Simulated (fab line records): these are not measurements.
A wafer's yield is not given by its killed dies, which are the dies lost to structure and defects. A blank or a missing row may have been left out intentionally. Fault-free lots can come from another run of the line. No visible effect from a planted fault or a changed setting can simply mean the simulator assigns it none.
The tool behind it: which one? + flow ritCmos + Sampling: 14 lots, 42 wafers, 3 of 202 route steps

WHAT EACH GAUGE READ, for each wafer
RIT_ACTIVE_THK_MEAS_02. Usual: for ACTIVE_OXIDE_THK the level is 47.0 nm and the standard deviation is 0.98.
| lot  | measured    | on           | ACTIVE_OXIDE_THK (nm) | flag |
|------|-------------|--------------|-----------------------|------|
| L463 | day 1 17:03 | filmMetro-02 | 47.2 46.7 46.2        |      |
| L465 | day 2 03:20 | filmMetro-02 | 47.8 46.7 46.9        |      |
| L466 | day 2 10:14 | filmMetro-04 | 48.0 48.2 46.5        |      |
| L467 | day 2 14:34 | filmMetro-04 | 47.6 47.4 47.2        |      |
| L468 | day 2 18:46 | filmMetro-03 | 47.3 47.8 46.9        |      |
| L470 | day 3 06:43 | filmMetro-04 | 46.2 47.6 46.9        |      |
| L471 | day 3 12:10 | filmMetro-04 | 49.2 48.9 49.4        |      |
| L475 | day 4 05:20 | filmMetro-04 | 46.5 46.3 45.9        |      |
| L477 | day 4 16:47 | filmMetro-04 | 46.9 47.3 46.8        |      |
| L478 | day 4 20:58 | filmMetro-03 | 46.9 47.3 46.3        |      |
| L479 | day 5 01:16 | filmMetro-03 | 48.5 47.4 46.4        |      |
| L482 | day 5 16:28 | filmMetro-02 | 47.4 47.8 47.3        |      |
| L483 | day 5 21:03 | filmMetro-04 | 46.6 46.2 46.7        |      |
| L484 | day 6 02:53 | filmMetro-02 | 46.6 46.6 45.9        |      |

RIT_CONTACT_CD_MEAS_90: the cd target is 1000 nm. Usual: cdNm 1000.8 nm, standard deviation 2.3.
| lot  | measured    | on       | cdNm (nm)            | flag |
|------|-------------|----------|----------------------|------|
| L463 | day 3 14:59 | cdSem-01 | 1000.7 1000.3 999.2  |      |
| L465 | day 4 05:56 | cdSem-02 | 1001.9 998.8 999.3   |      |
| L466 | day 4 10:13 | cdSem-02 | 1001.3 1000.5 1003.0 |      |
| L467 | day 4 15:11 | cdSem-02 | 1004.8 1006.8 1004.4 |      |
| L468 | day 4 21:45 | cdSem-01 | 996.8 995.2 997.4    |      |
| L470 | day 5 06:43 | cdSem-02 | 998.1 995.9 998.3    |      |
| L471 | day 5 09:36 | cdSem-01 | 999.1 1001.3 999.8   |      |
| L475 | day 6 02:25 | cdSem-02 | 1002.8 1001.9 1003.6 |      |
| L477 | day 6 12:50 | cdSem-01 | 1001.1 1002.0 1001.1 |      |
| L478 | day 6 15:30 | cdSem-02 | 1002.9 1004.9 1002.7 |      |
| L479 | day 6 22:41 | cdSem-02 | 1000.5 1001.4 1000.2 |      |
| L482 | day 7 13:12 | cdSem-01 | 999.6 998.4 998.7    |      |
| L483 | day 7 17:56 | cdSem-01 | 999.7 997.5 999.8    |      |
| L484 | day 7 20:18 | cdSem-02 | 1000.9 999.6 999.7   |      |

WHICH TOOL RAN EACH LOT (tool, then ch and the chambers of the sampled wafers, then the start)
| lot  | RIT_NLDD_DEVELOP_05             |
|------|---------------------------------|
| L463 | lithoTrack-03 ch 0, day 3 03:00 |
| L465 | lithoTrack-03 ch 0, day 3 18:00 |
| L466 | lithoTrack-03 ch 0, day 3 23:00 |
| L467 | lithoTrack-03 ch 0, day 4 04:00 |
| L468 | lithoTrack-01 ch 0, day 4 10:00 |
| L470 | lithoTrack-03 ch 0, day 4 18:00 |
| L471 | lithoTrack-01 ch 0, day 4 22:00 |
| L475 | lithoTrack-01 ch 0, day 5 15:00 |
| L477 | lithoTrack-04 ch 0, day 6 01:00 |
| L478 | lithoTrack-01 ch 0, day 6 04:00 |
| L479 | lithoTrack-03 ch 0, day 6 11:00 |
| L482 | lithoTrack-04 ch 0, day 7 01:00 |
| L483 | lithoTrack-03 ch 0, day 7 06:00 |
| L484 | lithoTrack-04 ch 0, day 7 09:00 |
- RIT_NLDD_DEVELOP_05: develop time 50 s.

AS READ BY THE TOOLS THEMSELVES (means over the sampled wafers that have a number; for cases with no such wafer, the mark the record gives instead)
RIT_NLDD_DEVELOP_05. Usual: developerTempC 23.01 C, standard deviation 0.086.
| lot  | tool          | developerTempC (C) | flag |
|------|---------------|--------------------|------|
| L463 | lithoTrack-03 | 23.03              |      |
| L465 | lithoTrack-03 | 23.04              |      |
| L466 | lithoTrack-03 | 23.18              |      |
| L467 | lithoTrack-03 | 22.94              |      |
| L468 | lithoTrack-01 | 23.10              |      |
| L470 | lithoTrack-03 | 23.01              |      |
| L471 | lithoTrack-01 | 22.99              |      |
| L475 | lithoTrack-01 | 25.28              | OFF  |
| L477 | lithoTrack-04 | 23.03              |      |
| L478 | lithoTrack-01 | 25.35              | OFF  |
| L479 | lithoTrack-03 | 23.02              |      |
| L482 | lithoTrack-04 | 22.98              |      |
| L483 | lithoTrack-03 | 22.99              |      |
| L484 | lithoTrack-04 | 23.02              |      |

THE ANSWER, worked out from the rows above alone
Rule: lot off if the mean of its wafers having a number is beyond 3 standard deviations from the usual mean. A lot without any number at a reading at which 4 lots or more have one is off too. Any other lot the step has rows for is counted as sound. After the gauges, taken in route order, come the tools' own readings; for these a lot's mean is taken, as printed above. The first step at which some lot is off is used, and at that step the reading that is off furthest; a lot without a number counts as furthest.
Off at RIT_NLDD_DEVELOP_05 (developerTempC): L475, L478.
A tool fits if, at that step or a process step before it, it ran every lot that is off, and no sound lot after the first of them. One fits: lithoTrack-01 at RIT_NLDD_DEVELOP_05. A fault onset in the window from L471 (day 4 22:00, its last sound lot) to L475 (day 5 15:00, its first lot off) fits.
The tool's own readings at RIT_NLDD_DEVELOP_05 bear it out: on the lots that are off they differ by more than 5 times the standard deviation of the sound lots' means. developerTempC reads 25.32 C there against 23.03 C on the sound lots.

WHAT THE SIMULATOR HAD INSERTED
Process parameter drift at RIT_NLDD_DEVELOP_05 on lithoTrack-01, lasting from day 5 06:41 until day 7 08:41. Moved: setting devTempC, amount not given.
Struck lots among those shown: L475, L478. The same result came from the rule above.
